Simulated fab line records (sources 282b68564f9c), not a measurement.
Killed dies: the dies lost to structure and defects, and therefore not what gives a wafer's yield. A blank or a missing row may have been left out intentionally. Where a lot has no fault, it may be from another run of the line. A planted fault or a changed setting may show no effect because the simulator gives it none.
A struck lot beside a sound one || flow rit cmos || 15 out of 202 route steps
Sound: the wafers L585.2, L585.3, L585.6. Wafers L583.1, L583.2, L583.6 were the ones struck. The cause comes at the end.
At each step with rows: each side's tool, then ch and its chambers, then its first start. Under that, the readings that differ: sound wafers || struck wafers || difference of the means || sigmas: that difference in standard deviations of wafers without a fault.
alike: a reading whose means differ by less than 2 such deviations, as well as words and numbers matching on both sides. not compared: withheld readings; readings where some wafer has no value; bounds like >300 that might hide an equal value; numbers whose values overlap and for which the record gives no deviation.
Wherever a step has rows on one side only, a row that says differs or no value, or a row with sigmas, the two part there. When numbers do not overlap yet have no deviation, they are printed without sigmas and do not part them. Lack of a reading on every wafer of one side parts them only where that side has two or more wafers.

RIT_NSD_TW_MEAS_10:
  sound on film metro-04, day 3 20:13; struck on film metro-04, day 3 11:31
  alike: NSD_TW
then, 6 steps without rows for these wafers: RIT_PSD_HMDS_00 (prime time 60 s); RIT_PSD_COAT_01 (resist thk 1000 nm); RIT_PSD_SOFTBAKE_02 (time 60 s); RIT_PSD_EXPOSE_03 (exposes mask M10, target cd 40900 nm); RIT_PSD_PEB_04; RIT_PSD_DEVELOP_05 (develop time 50 s).
RIT_PSD_OVL_MEAS_06:
  sound on overlay-01, day 3 21:14; struck on overlay-01, day 3 12:33
{"reading": "PSD_OVL (nm)", "sound": "2.3 2.5 3.1", "struck": "-3.5 -0.5 -1.7", "difference": -4.5, "sigmas": -3}
then, 2 steps without rows for these wafers: RIT_PSD_HARDBAKE_07 (time 60 s); RIT_PSD_IMPLANT_08.
RIT_PSD_STRIP_09: strips in O2, time 180 s.
  sound on plasma asher-01 ch 1, day 3 21:34; struck on plasma asher-01 ch 0,1, day 3 12:53
  alike: drypump motor current A
  not compared: rf hours counter h
RIT_PSD_TW_MEAS_10:
  sound on film metro-03, day 3 21:46; struck on film metro-03, day 3 13:04
  alike: PSD_TW
RIT_SDANNEAL_CLEAN_00: cleans in SC1, time 600 s.
  sound on wet bench-04 ch 1, day 3 21:49; struck on wet bench-02 ch 1, day 3 13:07
{"reading": "temp c (C)", "sound": "74.80 75.17 74.87", "struck": "74.42 74.31 74.17", "difference": -0.65, "sigmas": -5}
then, 1 step without rows for these wafers: RIT_SDANNEAL_CLEAN_01 (cleans in dHF, time 30 s).
RIT_M1_PROBE_99:
  sound on prober-02, day 4 06:45; struck on prober-01, day 3 20:55
  alike: killed at contacts, killed at front end, killed dies, killed open, killed short

## WHERE THEY PART
Last at RIT_SDANNEAL_CLEAN_00 as far as this record goes, first at RIT_PSD_OVL_MEAS_06. Later steps at which nothing parts them and some readings are alike: RIT_M1_PROBE_99.

WHY: what had been put in by the simulator
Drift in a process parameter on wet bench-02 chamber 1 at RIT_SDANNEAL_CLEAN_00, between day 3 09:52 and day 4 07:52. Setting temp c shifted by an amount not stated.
